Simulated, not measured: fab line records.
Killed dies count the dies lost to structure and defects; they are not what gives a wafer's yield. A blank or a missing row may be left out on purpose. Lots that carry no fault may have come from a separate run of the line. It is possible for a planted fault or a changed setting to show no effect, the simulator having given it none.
fab line records -- flow rit-cmos
[record] lots = 7, wafers = 21, last-day = 7
route steps=202 shown GATE@86 REOX@98 M1@202
lots with no fault: from the same line, run without faults
start-h: start of the lot's first displayed wafer, in hours after the record's first day -- wait-h: how many hours have passed since the lot's step before this one -- " same as the row above -- L1.1+2: several wafers, shown together as one row -- - either no value or no given start -- * or withheld: withheld -- < > ~ a bound
route shown NAME@n: names a module that has steps shown in the file, with the first one's number in the route -- usual: the fault-free wafers' mean and standard deviation -- same: alike in all rows -- chamber/n: place in a boat -- sites: per-site readings -- _std_site: their standard deviation -- _edge_site: the outer-site mean with the inner-site mean subtracted -- radius-mm: how far each site lies from the wafer's centre -- mask NAME#n: copy n -- behind: the tool/chamber that last shaped the wafer -- hold: the reason the lot was held/the length of the hold in hours/how it ended -- device: the n, p or np transistor that did not switch -- end of line: at the end of the route, the tests of the same wafers -- a step without rows: its recipe alone -- killed: dies lost to structure and defects at the first sort, not the wafer's yield -- map: dies across one wafer; x = killed, . = not, _ = none there
set.NAME: the setting as run; set.NAME@STEP: as run at that earlier step -- model.NAME: the simulator's own value behind a step, which no gauge read
lots at selected steps of the route; one table per step, one row per wafer
services: from which hour (start-h, from the record's first day; less than 0 if before it) a tool's chamber was out of use, for how many hours, and why
[[steps]]
[step RIT_GATE_HMDS_10]
[recipe] prime-time-s = 60, prime-temp-c = 140
[step RIT_GATE_COAT_11]
[recipe] resist = NOVOLAK, spin-rpm = 4250, resist-thk-nm = 850
[step RIT_GATE_SOFTBAKE_12]
[recipe] resist = NOVOLAK, temp-c = 90, time-s = 60
[step RIT_GATE_EXPOSE_13]
[recipe] mask-id = M6, na = 0.6, source-shape = conventional, sigma-outer = 0.6, target-cd-nm = 150, dose-mj = 380
[step RIT_GATE_PEB_14]
[recipe] resist = NOVOLAK, temp-c = withheld, time-s = withheld
[step RIT_GATE_DEVELOP_15]
[recipe] resist = NOVOLAK, develop-time-s = 50, dev-temp-c = 23
[step RIT_GATE_CD_MEAS_16]
[recipe] target-cd-nm = 150
[usual] cd-nm = 150.4/2.6
lot.wafer,tool,chamber,start-h,wait-h,cd-nm
L121.2,cd-sem-02,-,52.26,-,151.4
L121.3,cd-sem-02,-,52.26,-,149.8
L121.6,cd-sem-02,-,52.26,-,150.7
L123.1,cd-sem-02,-,64.19,-,148.8
L123.2,cd-sem-02,-,64.19,-,150.4
L123.4,cd-sem-02,-,64.19,-,152.3
L130.2,cd-sem-02,-,98.94,-,151.6
L130.4,cd-sem-02,-,98.94,-,149.0
L130.5,cd-sem-02,-,98.94,-,151.6
L132.2,cd-sem-02,-,108.36,-,152.7
L132.5,cd-sem-02,-,108.36,-,150.8
L132.6,cd-sem-02,-,108.36,-,149.5
L134.1,cd-sem-02,-,118.30,-,149.6
L134.3,cd-sem-02,-,118.30,-,150.4
L134.4,cd-sem-02,-,118.30,-,147.4
L140.1,cd-sem-01,-,148.10,-,147.7
L140.3,cd-sem-01,-,148.10,-,149.4
L140.6,cd-sem-01,-,148.10,-,147.0
L141.1,cd-sem-01,-,152.92,-,152.1
L141.2,cd-sem-01,-,152.92,-,149.7
L141.4,cd-sem-01,-,152.92,-,149.8
[step RIT_GATE_OVL_MEAS_17]
[usual] GATE_OVL = -0.1/1.1
lot.wafer,tool,chamber,start-h,wait-h,GATE_OVL[nm]
L121.2,overlay-02,-,52.36,0.1,-1.2
L121.3,overlay-02,-,52.36,0.1,-0.7
L121.6,overlay-02,-,52.36,0.1,-0.5
L123.1,overlay-02,-,64.31,0.1,0.4
L123.2,overlay-02,-,64.31,0.1,-1.4
L123.4,overlay-02,-,64.31,0.1,0.3
L130.2,overlay-01,-,99.05,0.1,-0.4
L130.4,overlay-01,-,99.05,0.1,-1.5
L130.5,overlay-01,-,99.05,0.1,-0.9
L132.2,overlay-01,-,108.46,0.1,-0.1
L132.5,overlay-01,-,108.46,0.1,0.6
L132.6,overlay-01,-,108.46,0.1,-1.2
L134.1,overlay-01,-,118.42,0.1,0.4
L134.3,overlay-01,-,118.42,0.1,1.9
L134.4,overlay-01,-,118.42,0.1,2.3
L140.1,overlay-02,-,148.22,0.1,-0.5
L140.3,overlay-02,-,148.22,0.1,0.4
L140.6,overlay-02,-,148.22,0.1,-1.6
L141.1,overlay-02,-,153.04,0.1,-2.4
L141.2,overlay-02,-,153.04,0.1,-1.0
L141.4,overlay-02,-,153.04,0.1,-2.0
[step RIT_GATE_HARDBAKE_18]
[recipe] resist = NOVOLAK, temp-c = 140, time-s = 60
[step RIT_GATE_ETCH_19]
[recipe] chemistry = SF6/CHF3/O2, time-s = 165, SF6_flow_sccm = 30, CHF3_flow_sccm = 30, O2_flow_sccm = 5, target = poly-Si, pressure-mtorr = 40, rf-w = 160, target-depth-a = 3125, over-etch-frac = 0.25, stop-on = SiO2
[usual] drypump-motor-current-A = 5.8/0.48, he-backside-leak-sccm = 2.65/0.19, oes-product-au = 0.851/0.012, throttle-valve-pct = 10.18/0.17
lot.wafer,tool,chamber,start-h,wait-h,drypump-motor-current-A,he-backside-leak-sccm,oes-product-au,rf-hours-counter-h,throttle-valve-pct
L121.2,rie-si-02,1,52.54,0.1,5.9,2.53,0.852,136,10.09
L121.3,rie-si-02,2,52.54,0.1,5.6,2.85,0.849,99,10.02
L121.6,rie-si-02,3,52.54,0.1,5.6,3.14,0.840,-,10.15
L123.1,rie-si-02,0,64.51,0.1,6.7,2.31,0.838,65,10.08
L123.2,rie-si-02,1,64.51,0.1,5.9,2.68,0.859,136,10.10
L123.4,rie-si-02,3,64.51,0.1,5.6,2.90,0.831,1,10.17
L130.2,rie-si-01,2,99.23,0.1,4.9,2.51,0.847,76,10.34
L130.4,rie-si-01,0,99.23,0.1,5.8,2.73,0.855,1,10.08
L130.5,rie-si-01,0,99.23,0.1,5.8,2.74,0.851,-,10.09
L132.2,rie-si-01,0,108.64,0.1,5.8,2.76,0.845,1,10.07
L132.5,rie-si-01,0,108.64,0.1,5.8,2.73,0.861,-,10.09
L132.6,rie-si-01,3,108.64,0.1,5.9,2.68,0.871,-,10.14
L134.1,rie-si-01,1,118.61,0.1,5.6,2.63,0.859,1,10.62
L134.3,rie-si-01,2,118.61,0.1,4.9,2.74,0.841,77,10.36
L134.4,rie-si-01,3,118.61,0.1,6.0,2.64,0.864,138,10.15
L140.1,rie-si-01,2,148.40,0.1,4.9,2.72,0.827,77,10.35
L140.3,rie-si-01,3,148.40,0.1,5.9,2.72,0.853,139,10.13
L140.6,rie-si-01,0,148.40,0.1,5.7,2.79,0.842,-,10.08
L141.1,rie-si-02,3,153.22,0.1,5.6,2.77,0.835,2,10.16
L141.2,rie-si-02,2,153.22,0.1,5.6,2.83,0.830,100,10.03
L141.4,rie-si-02,1,153.22,0.1,5.9,2.48,0.847,137,10.08
[step RIT_GATE_STRIP_20]
[recipe] chemistry = O2, time-s = 180, resist = NOVOLAK, platen-temp-c = withheld, power-w = 500, pressure-mtorr = 4000, o2-flow-sccm = 4000
[usual] drypump-motor-current-A = 5.7/0.64
lot.wafer,tool,chamber,start-h,wait-h,drypump-motor-current-A,rf-hours-counter-h
L121.2,plasma-asher-01,1,52.65,0.1,5.0,38
L121.3,plasma-asher-01,0,52.65,0.1,6.5,-
L121.6,plasma-asher-01,1,52.65,0.1,5.0,-
L123.1,plasma-asher-01,0,64.62,0.1,6.5,39
L123.2,plasma-asher-01,1,64.62,0.1,5.0,39
L123.4,plasma-asher-01,1,64.62,0.1,5.0,-
L130.2,plasma-asher-01,1,99.34,0.1,5.1,43
L130.4,plasma-asher-01,1,99.34,0.1,5.0,-
L130.5,plasma-asher-01,1,99.34,0.1,5.0,-
L132.2,plasma-asher-01,1,108.75,0.1,5.0,44
L132.5,plasma-asher-01,1,108.75,0.1,5.0,-
L132.6,plasma-asher-01,0,108.75,0.1,6.5,-
L134.1,plasma-asher-04,1,118.71,0.1,5.3,50
L134.3,plasma-asher-04,0,118.71,0.1,6.0,-
L134.4,plasma-asher-04,1,118.71,0.1,5.3,-
L140.1,plasma-asher-02,1,148.51,0.1,4.9,3
L140.3,plasma-asher-02,1,148.51,0.1,4.9,-
L140.6,plasma-asher-02,0,148.51,0.1,6.2,-
L141.1,plasma-asher-02,0,153.33,0.1,6.2,4
L141.2,plasma-asher-02,1,153.33,0.1,4.9,4
L141.4,plasma-asher-02,1,153.33,0.1,4.9,-
[step RIT_GATE_CD_MEAS_90]
[recipe] target-cd-nm = 150
[usual] cd-nm = 150.4/2.6
lot.wafer,tool,chamber,start-h,wait-h,cd-nm
L121.2,cd-sem-02,-,52.85,0.1,151.1
L121.3,cd-sem-02,-,52.85,0.1,150.1
L121.6,cd-sem-02,-,52.85,0.1,150.8
L123.1,cd-sem-02,-,64.96,0.3,149.0
L123.2,cd-sem-02,-,64.96,0.3,150.6
L123.4,cd-sem-02,-,64.96,0.3,152.8
L130.2,cd-sem-02,-,99.53,0.1,151.7
L130.4,cd-sem-02,-,99.53,0.1,148.9
L130.5,cd-sem-02,-,99.53,0.1,151.6
L132.2,cd-sem-02,-,108.95,0.1,152.5
L132.5,cd-sem-02,-,108.95,0.1,151.1
L132.6,cd-sem-02,-,108.95,0.1,149.0
L134.1,cd-sem-02,-,118.89,0.1,150.0
L134.3,cd-sem-02,-,118.89,0.1,150.8
L134.4,cd-sem-02,-,118.89,0.1,147.3
L140.1,cd-sem-02,-,148.69,0.1,147.8
L140.3,cd-sem-02,-,148.69,0.1,149.4
L140.6,cd-sem-02,-,148.69,0.1,147.0
L141.1,cd-sem-01,-,153.51,0.1,151.7
L141.2,cd-sem-01,-,153.51,0.1,150.1
L141.4,cd-sem-01,-,153.51,0.1,149.7
[step RIT_REOX_CLEAN_00]
[recipe] chemistry = SC1, mix = 3:3:50, time-s = 600, temp-c = 75
[usual] bath-guard-temp-C = 75.0/0.51, temp-c = 74.98/0.12
lot.wafer,tool,chamber,start-h,wait-h,bath-guard-temp-C,temp-c
L121.2,wet-bench-03,0,52.95,0.1,74.6,74.93
L121.3,wet-bench-03,0,52.95,0.1,74.5,74.92
L121.6,wet-bench-03,0,52.95,0.1,74.5,74.90
L123.1,wet-bench-02,0,65.08,0.1,74.9,75.05
L123.2,wet-bench-02,0,65.08,0.1,74.9,74.84
L123.4,wet-bench-02,0,65.08,0.1,75.1,74.86
L130.2,wet-bench-03,3,99.63,0.1,81.0,81.24
L130.4,wet-bench-03,3,99.63,0.1,81.1,81.42
L130.5,wet-bench-03,3,99.63,0.1,80.8,81.34
L132.2,wet-bench-03,2,109.05,0.1,80.5,81.41
L132.5,wet-bench-03,2,109.05,0.1,80.9,81.39
L132.6,wet-bench-03,2,109.05,0.1,81.3,81.48
L134.1,wet-bench-03,1,119.01,0.1,82.6,81.50
L134.3,wet-bench-03,1,119.01,0.1,82.2,81.52
L134.4,wet-bench-03,1,119.01,0.1,81.9,81.54
L140.1,wet-bench-01,1,148.81,0.1,75.7,74.89
L140.3,wet-bench-01,1,148.81,0.1,75.2,74.99
L140.6,wet-bench-01,1,148.81,0.1,75.5,75.03
L141.1,wet-bench-02,0,153.63,0.1,75.0,74.92
L141.2,wet-bench-02,0,153.63,0.1,75.2,75.08
L141.4,wet-bench-02,0,153.63,0.1,74.7,74.91
[step RIT_REOX_CLEAN_01]
[recipe] chemistry = dHF, dilution = 50:1, time-s = 30
[step RIT_M1_PROBE_99]
[usual] killed_at_M0_to_M3 = 0.0/0.12, killed-at-contacts = 0.0/0.22, killed-at-front-end = 7/3.1, killed-dies = 7/3.1, killed-open = 3.5/2.2, killed-short = 3.3/1.9
[same] gross-dies = 264, killed_at_M4_up = 0, killed-at-back-side = 0, killed-at-other = 0
lot.wafer,tool,chamber,start-h,wait-h,killed_at_M0_to_M3,killed-at-contacts,killed-at-front-end,killed-dies,killed-open,killed-short
L121.2,prober-01,-,73.07,0.1,0,0,8,8,4,4
L121.3,prober-01,-,73.12,0.2,0,0,7,7,6,1
L121.6,prober-01,-,73.27,0.2,0,0,4,4,2,2
L130.2,prober-01,-,119.45,0.1,0,0,5,5,3,2
L130.4,prober-01,-,119.55,0.2,0,0,3,3,1,2
L130.5,prober-01,-,119.60,0.2,0,0,14,14,7,7
L132.2,prober-01,-,128.72,0.1,0,0,7,7,5,2
L132.5,prober-01,-,128.87,0.2,0,0,9,9,4,5
L132.6,prober-01,-,128.92,0.2,0,1,3,4,1,3
L141.1,prober-01,-,173.55,0.1,0,0,6,6,5,1
L141.2,prober-01,-,173.60,0.1,0,0,4,4,1,3
L141.4,prober-01,-,173.70,0.2,0,0,10,10,4,6
// killed by level:class
L121.2 GATE:geometric-particle:short=2 FOX1:geometric-particle:open=1 FOX1:geometric-particle:short=1 GATE:geometric-particle:open=1 REOX:geometric-particle:open=1 REOX:geometric-particle:short=1 SPACER:geometric-particle:open=1
L121.3 GATE:geometric-particle:open=2 REOX:geometric-particle:open=2 FOX1:geometric-particle:open=1 FOX2:geometric-particle:open=1 GATE:geometric-particle:short=1
L121.6 ACTIVE:geometric-particle:open=1 FOX2:geometric-particle:open=1 GATE:geometric-particle:short=1 REOX:geometric-particle:short=1
L130.2 GATE:geometric-particle:open=2 GATE:geometric-particle:short=1 REOX:geometric-particle:open=1 SILICIDE:geometric-particle:short=1
L130.4 FOX1:geometric-particle:open=1 FOX1:geometric-particle:short=1 SPACER:geometric-particle:short=1
L130.5 FOX1:geometric-particle:open=4 GATE:geometric-particle:short=2 SILICIDE:geometric-particle:short=2 FOX1:geometric-particle:short=1 GATE:geometric-particle:open=1 REOX:geometric-particle:open=1 REOX:geometric-particle:short=1 SPACER:geometric-particle:short=1
L132.2 SPACER:geometric-particle:open=3 SPACER:geometric-particle:short=2 FOX2:geometric-particle:open=1 GATE:geometric-particle:open=1
L132.5 FOX1:geometric-particle:open=2 SILICIDE:geometric-particle:short=2 FOX1:geometric-particle:short=1 GATE:geometric-particle:short=1 SPACER:geometric-particle:short=1 SPACER:geometric-particle:open=1 SILICIDE:geometric-particle:open=1
L132.6 SILICIDE:geometric-particle:short=2 REOX:geometric-particle:open=1 CONTACT:geometric-particle:short=1
L141.1 REOX:geometric-particle:open=2 FOX1:geometric-particle:open=1 SPACER:geometric-particle:open=1 SILICIDE:geometric-particle:short=1 SILICIDE:geometric-particle:open=1
L141.2 FOX1:geometric-particle:short=2 FOX2:geometric-particle:short=1 SILICIDE:geometric-particle:open=1
L141.4 SILICIDE:geometric-particle:short=3 FOX1:geometric-particle:open=2 FOX1:geometric-particle:short=2 GATE:geometric-particle:short=1 GATE:geometric-particle:open=1 SILICIDE:geometric-particle:open=1
[[services]]
tool,chamber,start-h,hours,kind
wet-bench-02,-,43.25,4.5,repair
wet-bench-01,-,43.87,2.8,repair
wet-bench-02,-,75.96,1.9,pm
plasma-asher-02,-,80.01,1.5,repair
plasma-asher-04,-,99.22,2.8,pm
plasma-asher-02,-,108.75,9.0,pm
plasma-asher-02,0,108.75,9.0,vent-cycle
plasma-asher-02,1,108.75,9.0,vent-cycle
plasma-asher-02,0,117.75,-,clean
plasma-asher-02,1,117.75,-,clean
plasma-asher-02,-,137.37,1.0,repair
plasma-asher-01,-,140.96,4.8,repair
[[key]]
[first-sign] step = RIT_REOX_CLEAN_00, reading = temp-c, direction = up, sigmas = 54, usual = *, struck = *
[effect] step = RIT_REOX_CLEAN_00, reading = bath-guard-temp-C, direction = up, sigmas = 12, usual = *, struck = *
met-at RIT_REOX_CLEAN_00
struck-wafers L130.2,L130.4,L130.5,L132.2,L132.5,L132.6,L134.1,L134.3,L134.4
tester-left-out L130,L132,L134
onset-between 52.95 99.63
[fault] kind = process-parameter-drift, tool = wet-bench-03, chamber = -, onset-h = 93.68, steps = RIT_REOX_CLEAN_00, channel = temp-c, offset = *, shape = step, end-h = 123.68, acts-in = *, stated = *
// tester-left-out: of these lots the tester's yield and bins aren't shown, on N5 and GAA mostly nor the transistor test; their killed dies are dies lost to structure and defects alone, not to doping, threshold or leakage, so they don't give the yield
